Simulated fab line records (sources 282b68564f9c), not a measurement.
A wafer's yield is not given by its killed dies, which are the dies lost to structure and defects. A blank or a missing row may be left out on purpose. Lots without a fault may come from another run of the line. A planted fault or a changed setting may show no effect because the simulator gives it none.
Matching of chambers | flow rit cmos | rie si-01 running RIT_GATE_ETCH_19: 4 sister chambers
The step etches poly-Si in SF6/CHF3/O2, stops on SiO2, time 165 s, target depth 312.5 nm. 4 wafers are shown with their chamber, then 7 later ones without.

## WAFERS WITH THEIR CHAMBER
wafer  | chamber | throttle valve pct (%)
L522.2 | 3       | 10.39
L522.6 | 2       | 10.55
L526.1 | 0       | 10.24
L526.3 | 1       | 10.47

## WAFERS MISSING THEIR CHAMBER
wafer  | throttle valve pct (%)
L526.6 | 10.57
L528.4 | 10.47
L528.5 | 10.39
L528.6 | 10.54
L530.2 | 10.48
L530.3 | 10.41
L530.4 | 10.56

## WHICH CHAMBER EACH WENT THROUGH
wafer  | from the rows above | in truth
L526.6 | 2                   | 2
L528.4 | 1                   | 1
L528.5 | 3                   | 3
L528.6 | 2                   | 2
L530.2 | 1                   | 1
L530.3 | 3                   | 3
L530.4 | 2                   | 2
Correct placement for 7 of the 7. Not placeable from these rows: 0. Wrongly placed: 0.
How it was worked out, from the rows above alone: a wafer's distance from a chamber is the root of the sum, over the readings, of the square of ((its reading less the chamber's mean) divided by the reading's scatter). If the next closest chamber is less than 2 further off than the closest, the wafer can't be placed; otherwise it belongs to the closest. Each chamber's mean is taken over the wafers shown for it. The scatter (one wafer shown for each chamber): square how far every hidden wafer sits from the nearest shown wafer, average those squares and take the square root.
